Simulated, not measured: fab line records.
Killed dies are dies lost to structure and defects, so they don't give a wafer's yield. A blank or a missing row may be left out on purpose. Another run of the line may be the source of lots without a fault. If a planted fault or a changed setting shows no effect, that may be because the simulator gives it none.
Split-lot experiment :: flow berkeleyCmos170 :: route with 331 steps; 5 lots, 23 wafers read

## ABOUT THE SPLIT
At UCB170_CONTACT_CVD_01 (deposits PSG from SiH4/O2/PH3, target thk 700 nm, time 2820 s), the setting pressureMtorr was moved away from the recipe's 300 mTorr on 5 of the 23 wafers read, by +14.6%. The other wafers ran this setting at the recipe's value.

Between the split and the reading, the file records no step.

## THE READING
Values of CONTACT_PSG_THK in nm from UCB170_CONTACT_THK_MEAS_02. Typical for fault-free wafers on this fab line: 704 nm, with standard deviation 5.6 nm.

wafer: L074.1
tool, chamber at the split: -, -
pressureMtorr as run, mTorr: 300
against the recipe: recipe
CONTACT_PSG_THK, nm: 701
against lot-mates on the recipe: -

wafer: L074.2
tool, chamber at the split: -, -
pressureMtorr as run, mTorr: 300
against the recipe: recipe
CONTACT_PSG_THK, nm: 709
against lot-mates on the recipe: -

wafer: L074.3
tool, chamber at the split: -, -
pressureMtorr as run, mTorr: 300
against the recipe: recipe
CONTACT_PSG_THK, nm: 710
against lot-mates on the recipe: -

wafer: L074.4
tool, chamber at the split: -, -
pressureMtorr as run, mTorr: 300
against the recipe: recipe
CONTACT_PSG_THK, nm: 700
against lot-mates on the recipe: -

wafer: L074.5
tool, chamber at the split: -, -
pressureMtorr as run, mTorr: 300
against the recipe: recipe
CONTACT_PSG_THK, nm: 705
against lot-mates on the recipe: -

wafer: L076.1
tool, chamber at the split: -, -
pressureMtorr as run, mTorr: 300
against the recipe: recipe
CONTACT_PSG_THK, nm: 706
against lot-mates on the recipe: -

wafer: L076.2
tool, chamber at the split: -, -
pressureMtorr as run, mTorr: 300
against the recipe: recipe
CONTACT_PSG_THK, nm: 703
against lot-mates on the recipe: -

wafer: L076.3
tool, chamber at the split: -, -
pressureMtorr as run, mTorr: 300
against the recipe: recipe
CONTACT_PSG_THK, nm: 705
against lot-mates on the recipe: -

wafer: L076.4
tool, chamber at the split: -, -
pressureMtorr as run, mTorr: 300
against the recipe: recipe
CONTACT_PSG_THK, nm: 705
against lot-mates on the recipe: -

wafer: L076.5
tool, chamber at the split: -, -
pressureMtorr as run, mTorr: 300
against the recipe: recipe
CONTACT_PSG_THK, nm: 699
against lot-mates on the recipe: -

wafer: L082.1
tool, chamber at the split: -, -
pressureMtorr as run, mTorr: 300
against the recipe: recipe
CONTACT_PSG_THK, nm: 719
against lot-mates on the recipe: -

wafer: L082.2
tool, chamber at the split: -, -
pressureMtorr as run, mTorr: 300
against the recipe: recipe
CONTACT_PSG_THK, nm: 710
against lot-mates on the recipe: -

wafer: L082.3
tool, chamber at the split: -, -
pressureMtorr as run, mTorr: 300
against the recipe: recipe
CONTACT_PSG_THK, nm: 704
against lot-mates on the recipe: -

wafer: L082.4
tool, chamber at the split: -, -
pressureMtorr as run, mTorr: 300
against the recipe: recipe
CONTACT_PSG_THK, nm: 710
against lot-mates on the recipe: -

wafer: L082.5
tool, chamber at the split: -, -
pressureMtorr as run, mTorr: 300
against the recipe: recipe
CONTACT_PSG_THK, nm: 719
against lot-mates on the recipe: -

wafer: L083.2
tool, chamber at the split: -, -
pressureMtorr as run, mTorr: 343.8
against the recipe: +14.6%
CONTACT_PSG_THK, nm: 754
against lot-mates on the recipe: no lot-mate on the recipe

wafer: L083.3
tool, chamber at the split: -, -
pressureMtorr as run, mTorr: 343.8
against the recipe: +14.6%
CONTACT_PSG_THK, nm: 752
against lot-mates on the recipe: no lot-mate on the recipe

wafer: L083.4
tool, chamber at the split: -, -
pressureMtorr as run, mTorr: 343.8
against the recipe: +14.6%
CONTACT_PSG_THK, nm: 750
against lot-mates on the recipe: no lot-mate on the recipe

wafer: L083.5
tool, chamber at the split: -, -
pressureMtorr as run, mTorr: 343.8
against the recipe: +14.6%
CONTACT_PSG_THK, nm: 755
against lot-mates on the recipe: no lot-mate on the recipe

wafer: L083.6
tool, chamber at the split: -, -
pressureMtorr as run, mTorr: 343.8
against the recipe: +14.6%
CONTACT_PSG_THK, nm: 754
against lot-mates on the recipe: no lot-mate on the recipe

wafer: L084.1
tool, chamber at the split: lpcvd-01, 0
pressureMtorr as run, mTorr: 300
against the recipe: recipe
CONTACT_PSG_THK, nm: 709
against lot-mates on the recipe: -

wafer: L084.4
tool, chamber at the split: lpcvd-01, 0
pressureMtorr as run, mTorr: 300
against the recipe: recipe
CONTACT_PSG_THK, nm: 708
against lot-mates on the recipe: -

wafer: L084.5
tool, chamber at the split: lpcvd-01, 0
pressureMtorr as run, mTorr: 300
against the recipe: recipe
CONTACT_PSG_THK, nm: 709
against lot-mates on the recipe: -

THE FIT
A straight line over all 23 wafers: CONTACT_PSG_THK changes by +3.13 nm for each +1% of pressureMtorr; r = +0.97; the points scatter about the line by 5 nm.
Too few moved wafers have a lot-mate on the recipe to fit a line with each lot's own level taken away.

## THE WHOLE CHAIN: every reading that the file lists as answering this split, in the file's order
step: UCB170_CONTACT_CVD_01
what it does: deposits PSG from SiH4/O2/PH3, target thk 700 nm, time 2820 s
reading: PSG_of_CONTACT_CVD_01.thkNm (the simulator's own value, which no gauge read)
change (the file's fit): +3.05 nm for each +1% of the setting
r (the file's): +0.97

step: UCB170_CONTACT_THK_MEAS_02
what it does: 
reading: CONTACT_PSG_THK
change (the file's fit): +3.14 for each +1% of the setting
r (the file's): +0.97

## FILE'S OWN FIT
CONTACT_PSG_THK changes by +3.14 nm for each +1% of pressureMtorr, r = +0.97.
